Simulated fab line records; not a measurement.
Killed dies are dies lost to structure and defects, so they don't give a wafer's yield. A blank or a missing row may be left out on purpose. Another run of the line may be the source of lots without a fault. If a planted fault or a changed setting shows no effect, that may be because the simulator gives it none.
Which of the tools did it? / flow berkeleyCmos170 / Sampling: 14 lots, 42 wafers, 4 of 331 route steps

== WHAT THE GAUGES READ, wafer by wafer ==
No reading from a measuring or inspecting step in the record can be judged against a usual standard deviation.

== WHICH TOOL RAN EACH LOT (tool, then ch and the chambers of the sampled wafers, then the start) ==
lot=L687; UCB170_NWELL_ETCH_13=rieDiel-04 ch 1,2, day 2 02:43; UCB170_PFIELD_STRIP_08=plasmaAsher-03 ch 0,1, day 4 04:05; UCB170_FIELD_OXIDATION_01=furnace-04 ch 0, day 4 07:27; UCB170_NLDD_STRIP_10=plasmaAsher-03 ch 0,1, day 6 00:47
lot=L688; UCB170_NWELL_ETCH_13=rieDiel-03 ch 1,2,3, day 2 09:57; UCB170_PFIELD_STRIP_08=plasmaAsher-03 ch 0,1, day 4 13:28; UCB170_FIELD_OXIDATION_01=furnace-02 ch 0, day 4 17:08; UCB170_NLDD_STRIP_10=plasmaAsher-02 ch 0,1, day 6 12:40
lot=L689; UCB170_NWELL_ETCH_13=rieDiel-04 ch 1,2,3, day 2 21:20; UCB170_PFIELD_STRIP_08=plasmaAsher-04 ch 0,1, day 5 02:26; UCB170_FIELD_OXIDATION_01=furnace-03 ch 0, day 5 05:05; UCB170_NLDD_STRIP_10=plasmaAsher-03 ch 0,1, day 7 02:28
lot=L690; UCB170_NWELL_ETCH_13=rieDiel-02 ch 0,2,3, day 3 04:31; UCB170_PFIELD_STRIP_08=plasmaAsher-04 ch 0,1, day 5 11:35; UCB170_FIELD_OXIDATION_01=furnace-04 ch 0, day 5 14:59; UCB170_NLDD_STRIP_10=plasmaAsher-03 ch 0,1, day 7 17:11
lot=L692; UCB170_NWELL_ETCH_13=rieDiel-02 ch 0,1,2, day 3 10:48; UCB170_PFIELD_STRIP_08=plasmaAsher-04 ch 0, day 5 15:58; UCB170_FIELD_OXIDATION_01=furnace-03, day 5 20:02; UCB170_NLDD_STRIP_10=-
lot=L691; UCB170_NWELL_ETCH_13=rieDiel-03 ch 0,2, day 3 10:50; UCB170_PFIELD_STRIP_08=plasmaAsher-03 ch 0,1, day 5 16:14; UCB170_FIELD_OXIDATION_01=furnace-03, day 5 20:02; UCB170_NLDD_STRIP_10=-
lot=L693; UCB170_NWELL_ETCH_13=rieDiel-02 ch 1,3, day 3 18:35; UCB170_PFIELD_STRIP_08=plasmaAsher-03 ch 0,1, day 5 20:48; UCB170_FIELD_OXIDATION_01=furnace-03 ch 0, day 6 00:32; UCB170_NLDD_STRIP_10=plasmaAsher-04 ch 0,1, day 8 02:08
lot=L700; UCB170_NWELL_ETCH_13=rieDiel-04 ch 0,3, day 5 05:28; UCB170_PFIELD_STRIP_08=plasmaAsher-04 ch 0,1, day 7 10:29; UCB170_FIELD_OXIDATION_01=furnace-03 ch 0, day 7 14:50; UCB170_NLDD_STRIP_10=plasmaAsher-03 ch 0,1, day 9 09:00
lot=L701; UCB170_NWELL_ETCH_13=rieDiel-02 ch 0,2, day 5 07:40; UCB170_PFIELD_STRIP_08=plasmaAsher-03 ch 0,1, day 7 10:50; UCB170_FIELD_OXIDATION_01=furnace-03 ch 0, day 7 14:50; UCB170_NLDD_STRIP_10=plasmaAsher-02 ch 0,1, day 9 10:00
lot=L702; UCB170_NWELL_ETCH_13=rieDiel-04 ch 0,2,3, day 5 07:56; UCB170_PFIELD_STRIP_08=plasmaAsher-01 ch 0,1, day 7 10:41; UCB170_FIELD_OXIDATION_01=furnace-03 ch 0, day 7 14:50; UCB170_NLDD_STRIP_10=plasmaAsher-02 ch 0,1, day 9 09:43
lot=L703; UCB170_NWELL_ETCH_13=rieDiel-03 ch 0,1,3, day 5 17:59; UCB170_PFIELD_STRIP_08=plasmaAsher-04 ch 0,1, day 8 04:25; UCB170_FIELD_OXIDATION_01=furnace-04 ch 0, day 8 07:05; UCB170_NLDD_STRIP_10=plasmaAsher-02 ch 0,1, day 10 07:28
lot=L706; UCB170_NWELL_ETCH_13=rieDiel-03 ch 0,1, day 6 05:05; UCB170_PFIELD_STRIP_08=plasmaAsher-01 ch 0,1, day 8 06:20; UCB170_FIELD_OXIDATION_01=furnace-04 ch 0, day 8 07:05; UCB170_NLDD_STRIP_10=plasmaAsher-02 ch 0,1, day 10 02:31
lot=L707; UCB170_NWELL_ETCH_13=rieDiel-02 ch 0,2,3, day 6 10:42; UCB170_PFIELD_STRIP_08=plasmaAsher-03 ch 0,1, day 8 05:52; UCB170_FIELD_OXIDATION_01=furnace-04 ch 0, day 8 07:05; UCB170_NLDD_STRIP_10=plasmaAsher-03 ch 0,1, day 10 07:22
lot=L709; UCB170_NWELL_ETCH_13=rieDiel-04 ch 1,2,3, day 6 20:36; UCB170_PFIELD_STRIP_08=plasmaAsher-03 ch 0,1, day 9 01:59; UCB170_FIELD_OXIDATION_01=furnace-03 ch 0, day 9 03:20; UCB170_NLDD_STRIP_10=plasmaAsher-02 ch 0,1, day 10 23:20
- UCB170_NWELL_ETCH_13: etches Si3N4 in CH3F/Ar/O2, stops on SiO2, target depth 246.4 nm, time 154 s.
- UCB170_PFIELD_STRIP_08: strips in O2.
- UCB170_FIELD_OXIDATION_01: target thk 558.3 nm, ox time 7200 s.
- UCB170_NLDD_STRIP_10: strips in O2.

== AS READ BY THE TOOLS THEMSELVES (means over the sampled wafers that have a number; for cases with no such wafer, the mark the record gives instead) ==
UCB170_NWELL_ETCH_13.
lot=L687; tool=rieDiel-04; CH3F_flow_sccm (sccm)=20.00; drypumpMotorCurrentA (A)=5.4; oesProductAu (a.u.)=0.932; throttleValvePct (%)=8.05
lot=L688; tool=rieDiel-03; CH3F_flow_sccm (sccm)=20.03; drypumpMotorCurrentA (A)=5.8; oesProductAu (a.u.)=0.949; throttleValvePct (%)=8.09
lot=L689; tool=rieDiel-04; CH3F_flow_sccm (sccm)=19.97; drypumpMotorCurrentA (A)=5.6; oesProductAu (a.u.)=0.952; throttleValvePct (%)=8.07
lot=L690; tool=rieDiel-02; CH3F_flow_sccm (sccm)=19.97; drypumpMotorCurrentA (A)=5.7; oesProductAu (a.u.)=0.944; throttleValvePct (%)=8.06
lot=L692; tool=rieDiel-02; CH3F_flow_sccm (sccm)=20.03; drypumpMotorCurrentA (A)=5.2; oesProductAu (a.u.)=0.945; throttleValvePct (%)=8.14
lot=L691; tool=rieDiel-03; CH3F_flow_sccm (sccm)=20.04; drypumpMotorCurrentA (A)=5.6; oesProductAu (a.u.)=0.942; throttleValvePct (%)=8.24
lot=L693; tool=rieDiel-02; CH3F_flow_sccm (sccm)=20.04; drypumpMotorCurrentA (A)=6.1; oesProductAu (a.u.)=0.940; throttleValvePct (%)=8.06
lot=L700; tool=rieDiel-04; CH3F_flow_sccm (sccm)=20.00; drypumpMotorCurrentA (A)=5.8; oesProductAu (a.u.)=0.945; throttleValvePct (%)=8.02
lot=L701; tool=rieDiel-02; CH3F_flow_sccm (sccm)=19.98; drypumpMotorCurrentA (A)=5.3; oesProductAu (a.u.)=0.952; throttleValvePct (%)=8.14
lot=L702; tool=rieDiel-04; CH3F_flow_sccm (sccm)=19.97; drypumpMotorCurrentA (A)=5.6; oesProductAu (a.u.)=0.952; throttleValvePct (%)=8.05
lot=L703; tool=rieDiel-03; CH3F_flow_sccm (sccm)=20.00; drypumpMotorCurrentA (A)=5.8; oesProductAu (a.u.)=0.932; throttleValvePct (%)=8.14
lot=L706; tool=rieDiel-03; CH3F_flow_sccm (sccm)=20.00; drypumpMotorCurrentA (A)=5.9; oesProductAu (a.u.)=0.936; throttleValvePct (%)=8.21
lot=L707; tool=rieDiel-02; CH3F_flow_sccm (sccm)=20.04; drypumpMotorCurrentA (A)=5.7; oesProductAu (a.u.)=0.944; throttleValvePct (%)=8.06
lot=L709; tool=rieDiel-04; CH3F_flow_sccm (sccm)=20.02; drypumpMotorCurrentA (A)=5.6; oesProductAu (a.u.)=0.951; throttleValvePct (%)=8.06

UCB170_PFIELD_STRIP_08.
lot=L687; tool=plasmaAsher-03; drypumpMotorCurrentA (A)=6.3; oesProductAu (a.u.)=0.737; stripTimeToEndpointS (s)=21.57
lot=L688; tool=plasmaAsher-03; drypumpMotorCurrentA (A)=6.3; oesProductAu (a.u.)=0.736; stripTimeToEndpointS (s)=21.62
lot=L689; tool=plasmaAsher-04; drypumpMotorCurrentA (A)=5.9; oesProductAu (a.u.)=0.734; stripTimeToEndpointS (s)=21.66
lot=L690; tool=plasmaAsher-04; drypumpMotorCurrentA (A)=5.9; oesProductAu (a.u.)=0.735; stripTimeToEndpointS (s)=21.61
lot=L692; tool=plasmaAsher-04; drypumpMotorCurrentA (A)=5.6; oesProductAu (a.u.)=0.732; stripTimeToEndpointS (s)=21.61
lot=L691; tool=plasmaAsher-03; drypumpMotorCurrentA (A)=6.3; oesProductAu (a.u.)=0.730; stripTimeToEndpointS (s)=21.60
lot=L693; tool=plasmaAsher-03; drypumpMotorCurrentA (A)=6.3; oesProductAu (a.u.)=0.739; stripTimeToEndpointS (s)=21.64
lot=L700; tool=plasmaAsher-04; drypumpMotorCurrentA (A)=5.9; oesProductAu (a.u.)=0.733; stripTimeToEndpointS (s)=21.63
lot=L701; tool=plasmaAsher-03; drypumpMotorCurrentA (A)=6.1; oesProductAu (a.u.)=0.737; stripTimeToEndpointS (s)=21.66
lot=L702; tool=plasmaAsher-01; drypumpMotorCurrentA (A)=5.2; oesProductAu (a.u.)=0.732; stripTimeToEndpointS (s)=21.68
lot=L703; tool=plasmaAsher-04; drypumpMotorCurrentA (A)=5.9; oesProductAu (a.u.)=0.736; stripTimeToEndpointS (s)=21.63
lot=L706; tool=plasmaAsher-01; drypumpMotorCurrentA (A)=5.4; oesProductAu (a.u.)=0.733; stripTimeToEndpointS (s)=21.66
lot=L707; tool=plasmaAsher-03; drypumpMotorCurrentA (A)=6.2; oesProductAu (a.u.)=0.736; stripTimeToEndpointS (s)=21.71
lot=L709; tool=plasmaAsher-03; drypumpMotorCurrentA (A)=6.3; oesProductAu (a.u.)=0.737; stripTimeToEndpointS (s)=21.62

UCB170_FIELD_OXIDATION_01.
lot=L687; tool=furnace-04; oxTempC (C)=999.6; oxTempCMax=1004.0
lot=L688; tool=furnace-02; oxTempC (C)=999.7; oxTempCMax=1007.0
lot=L689; tool=furnace-03; oxTempC (C)=1000.2; oxTempCMax=1005.6
lot=L690; tool=furnace-04; oxTempC (C)=1000.1; oxTempCMax=1005.2
lot=L692; tool=furnace-03; oxTempC (C)=-; oxTempCMax=-
lot=L691; tool=furnace-03; oxTempC (C)=-; oxTempCMax=-
lot=L693; tool=furnace-03; oxTempC (C)=1000.0; oxTempCMax=1004.6
lot=L700; tool=furnace-03; oxTempC (C)=1000.0; oxTempCMax=1004.9
lot=L701; tool=furnace-03; oxTempC (C)=1000.0; oxTempCMax=1004.9
lot=L702; tool=furnace-03; oxTempC (C)=999.8; oxTempCMax=1005.3
lot=L703; tool=furnace-04; oxTempC (C)=999.5; oxTempCMax=1004.4
lot=L706; tool=furnace-04; oxTempC (C)=999.8; oxTempCMax=1004.8
lot=L707; tool=furnace-04; oxTempC (C)=999.8; oxTempCMax=1004.3
lot=L709; tool=furnace-03; oxTempC (C)=1000.1; oxTempCMax=1004.3

UCB170_NLDD_STRIP_10.
lot=L687; tool=plasmaAsher-03; drypumpMotorCurrentA (A)=6.3; oesProductAu (a.u.)=0.739; stripTimeToEndpointS (s)=21.64
lot=L688; tool=plasmaAsher-02; drypumpMotorCurrentA (A)=5.2; oesProductAu (a.u.)=0.734; stripTimeToEndpointS (s)=21.56
lot=L689; tool=plasmaAsher-03; drypumpMotorCurrentA (A)=6.3; oesProductAu (a.u.)=0.733; stripTimeToEndpointS (s)=21.69
lot=L690; tool=plasmaAsher-03; drypumpMotorCurrentA (A)=6.3; oesProductAu (a.u.)=0.735; stripTimeToEndpointS (s)=21.60
lot=L693; tool=plasmaAsher-04; drypumpMotorCurrentA (A)=5.9; oesProductAu (a.u.)=0.733; stripTimeToEndpointS (s)=21.66
lot=L700; tool=plasmaAsher-03; drypumpMotorCurrentA (A)=6.3; oesProductAu (a.u.)=0.734; stripTimeToEndpointS (s)=21.67
lot=L701; tool=plasmaAsher-02; drypumpMotorCurrentA (A)=5.6; oesProductAu (a.u.)=0.734; stripTimeToEndpointS (s)=21.65
lot=L702; tool=plasmaAsher-02; drypumpMotorCurrentA (A)=5.2; oesProductAu (a.u.)=0.731; stripTimeToEndpointS (s)=21.60
lot=L703; tool=plasmaAsher-02; drypumpMotorCurrentA (A)=5.2; oesProductAu (a.u.)=0.735; stripTimeToEndpointS (s)=21.56
lot=L706; tool=plasmaAsher-02; drypumpMotorCurrentA (A)=5.6; oesProductAu (a.u.)=0.738; stripTimeToEndpointS (s)=21.70
lot=L707; tool=plasmaAsher-03; drypumpMotorCurrentA (A)=6.3; oesProductAu (a.u.)=0.731; stripTimeToEndpointS (s)=21.59
lot=L709; tool=plasmaAsher-02; drypumpMotorCurrentA (A)=5.6; oesProductAu (a.u.)=0.735; stripTimeToEndpointS (s)=21.64

== THE ANSWER, worked out from the rows above alone ==
Rule: the lots themselves supply what counts as usual. The widest of any qualifying gaps counts: lots, ordered by their means at a reading, are off when they make up no more than a third of the lots, leave a main group of 4 or more, and stand apart from it by 3 or more times the standard deviation of that group's means. The tables above print the reading to a certain number of digits; a main group whose means all agree to those digits is not used. Also off: a lot with no number at a reading for which 4 or more lots have one. All remaining lots with rows at the step are treated as sound. Order of review: gauges by route order, followed by the tools' own readings, for which a lot's mean as printed above is used. At the first step where some lot is off, the reading lying furthest off is the one used; lots without a number count as furthest.
Off, at UCB170_FIELD_OXIDATION_01 on oxTempC: L692, L691. Without a number there: L692, L691. The main group: mean 999.9 C, standard deviation 0.21.
If a tool, at that step or one of the process steps before it, ran each lot that is off and ran no sound lot following the first of them, it fits. Of those tried, none fits.

== WHAT THE SIMULATOR PUT IN ==
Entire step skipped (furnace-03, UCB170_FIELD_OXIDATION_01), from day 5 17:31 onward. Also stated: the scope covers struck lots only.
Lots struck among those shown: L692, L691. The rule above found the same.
